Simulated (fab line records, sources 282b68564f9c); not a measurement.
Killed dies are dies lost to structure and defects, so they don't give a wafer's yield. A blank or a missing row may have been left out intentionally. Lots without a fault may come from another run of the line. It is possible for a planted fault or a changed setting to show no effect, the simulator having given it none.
Lot-split experiment -- flow rit cmos -- route with 202 steps; 5 lots, 23 wafers read

== THE SPLIT ==
At RIT_PRETRO_IMPLANT_08, the setting dose cm2 was moved away from the recipe's 1.2e+13 on 10 of the 23 wafers read, by -7.1% to +6.1%. This setting was run at the recipe's value on the other wafers.

== SPLIT TO READING: what lies between them in the file, 1 step ==
- RIT_PRETRO_STRIP_09: strips in O2, time 180 s

== THE READING ==
PRETRO_TW, at RIT_PRETRO_TW_MEAS_10. Typical for fault-free wafers on this fab line: 476, with standard deviation 4.3.

wafer,"tool, chamber at the split",dose cm2 as run,against the recipe,PRETRO_TW,against lot-mates on the recipe
L074.1,"implanter-04, 0",1.115e+13,-7.1%,466,-10
L074.3,"implanter-04, 0",1.115e+13,-7.1%,467,-9
L074.4,"implanter-04, 0",1.2e+13,recipe,477,-
L074.5,"implanter-04, 0",1.2e+13,recipe,474,-
L074.6,"implanter-04, 0",1.2e+13,recipe,476,-
L078.3,"implanter-01, 0",1.2e+13,recipe,471,-
L078.4,"implanter-01, 0",1.2e+13,recipe,470,-
L078.5,"implanter-01, 0",1.2e+13,recipe,472,-
L079.1,"implanter-01, 0",1.2e+13,recipe,479,-
L079.2,"implanter-01, 0",1.2e+13,recipe,480,-
L079.3,"implanter-01, 0",1.2e+13,recipe,480,-
L079.4,"implanter-01, 0",1.227e+13,+2.2%,484,+4
L079.5,"implanter-01, 0",1.227e+13,+2.2%,481,+1
L081.1,"implanter-01, 0",1.228e+13,+2.3%,485,+3
L081.3,"implanter-01, 0",1.2e+13,recipe,481,-
L081.4,"implanter-01, 0",1.228e+13,+2.3%,481,-1
L081.5,"implanter-01, 0",1.2e+13,recipe,483,-
L081.6,"implanter-01, 0",1.228e+13,+2.3%,482,+0
L082.1,"implanter-03, 0",1.273e+13,+6.1%,489,+10
L082.3,"implanter-03, 0",1.273e+13,+6.1%,488,+10
L082.4,"implanter-03, 0",1.2e+13,recipe,479,-
L082.5,"implanter-03, 0",1.2e+13,recipe,478,-
L082.6,"implanter-03, 0",1.273e+13,+6.1%,489,+10

THE FIT
A straight line over all 23 wafers: PRETRO_TW changes by +1.75 for each +1% of dose cm2; r = +0.87; the points scatter about the line by 3.3.
The same after taking each lot's own level away (the mean of its wafers on the recipe; 23 wafers): +1.41 for each +1%; r = +0.95; scatter 1.6.
That fit puts the effect of the largest move of dose cm2 on the reading at 10.
Measured against the standard deviation above, the lots' own levels, which go from 471.0 to 482.0, span 2.6 times it.
So the slope is not independent of the lot-to-lot level: the two fits are not the same.
Check: with one of the wafers moved furthest among these (-7.1%) left out of the fit, the line predicts -10.2 for it against its lot-mates. It came out at -9.67 against them.

== THE OTHER SPLITS THESE WAFERS WENT THROUGH ==
These wafers also went through other splits before the reading. Each is held against what the fit with the lots' levels taken away leaves over:
other split on the same wafers,wafers away from the commonest value,r with PRETRO_TW (lot level and that fit taken away)
RIT_ACTIVE_CVD_03 temp c,15,+0.27
RIT_ACTIVE_COAT_06 spin rpm,6,-0.52
RIT_FOX1_WET_ETCH_02 time s,13,-0.06
RIT_NWELL_SOFTBAKE_02 temp c,5,+0.15
RIT_PWELL_IMPLANT_08 dose cm2,10,-0.11
RIT_NRETRO_COAT_01 resist thk nm,10,-0.23
RIT_PRETRO_COAT_01 spin rpm,7,-0.25

== THE FILE'S OWN FIT ==
PRETRO_TW changes by +1.34 for each +1% of dose cm2, r = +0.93.
